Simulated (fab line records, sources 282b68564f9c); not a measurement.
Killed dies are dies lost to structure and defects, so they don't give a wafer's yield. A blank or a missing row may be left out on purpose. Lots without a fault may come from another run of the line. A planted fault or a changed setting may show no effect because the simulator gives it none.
Problem report in the 8D (eight disciplines) form, filled by code | flow rit_cmos | the parts of the form that need people (team, actions taken, sign-off) are left out

1. THE PROBLEM
rf_fwd_power_W at RIT_M1_METAL_ETCH_12 reads a mean of 219.7 W on 3 wafers of 2 lots; wafers without a fault read 248.9 W with a standard deviation of 0.73. That is -40 standard deviations from the usual mean.
The step: etches Al in Cl2/BCl3, stops on SiO2, time 165 s, target depth 600 nm.
First seen on wafer L589.4, day 6 13:20, on rie_metal-03. The record holds 42 wafers of 14 lots with a number at this step. Rule for "out", or "out of limits": more than 4 standard deviations from the usual mean. The other wafers with a number count as sound.

2. WHAT IT IS AND WHAT IT IS NOT
question                    | is                     | is not
which readings at this step | rf_fwd_power_W         | drypump_motor_current_A, oes_product_au, throttle_valve_pct
which lots                  | L589, L591             | L574, L575, L576, L577, L578, L579, L580, L581, L583, L584, L595, L596
which wafers of those lots  | L589.4, L591.2, L591.4 | L589.3, L589.5, L591.6
read on which tools         | rie_metal-03           | rie_metal-02, rie_metal-04
when                        | from day 6 13:20       | up to then (32 sound wafers); but 7 sound wafers of L591, L595, L596 came after

3. SUSPECTS, AND WHAT RULES EACH OUT
Counting: a tool at a process step up to the reading stays a suspect if it ran every lot that is out. Sound lots after the first of them don't rule it out here, since some wafers of a struck lot are sound.
- rie_metal-03 at RIT_M1_METAL_ETCH_12 (etches Al in Cl2/BCl3, stops on SiO2, time 165 s, target depth 600 nm): kept. It ran every lot that is out, first L589 (day 6 13:20); its last sound lot up to then is L583 (day 5 05:53). Its own readings are out on those wafers: rf_fwd_power_W.
- Within rie_metal-03 at RIT_M1_METAL_ETCH_12: the wafers that are out ran in chamber 1; their sound lot-mates ran in chamber 0.
Left after counting: rie_metal-03 at RIT_M1_METAL_ETCH_12.

4. THE CAUSE (what the simulator had put in)
Process parameter drift: rie_metal-03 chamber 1, from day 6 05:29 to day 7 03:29, at RIT_M1_METAL_ETCH_12. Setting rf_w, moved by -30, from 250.
Counting left only this tool.

5. THE CHAIN OF EFFECTS, in route order
Each row: a reading whose mean over the struck wafers that have a number lies more than 3 standard deviations from the usual. Only readings for which the record gives a usual standard deviation are gone through. hours: the time from each lot's start at the first step in this table that gives one to its start at this step, as a median over the lots. sigmas: the change in usual standard deviations.
hours | step                 | reading        | usual   | on struck wafers | change | sigmas
0     | RIT_M1_METAL_ETCH_12 | rf_fwd_power_W | 248.9 W | 219.7            | -29.2  | -40
The process steps in it:
- RIT_M1_METAL_ETCH_12: etches Al in Cl2/BCl3, stops on SiO2, time 165 s, target depth 600 nm.

6. WHAT WOULD HAVE CAUGHT IT SOONER
In this record the first reading out of limits was taken at day 6 13:20, 8 hours after the fault began at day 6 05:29.
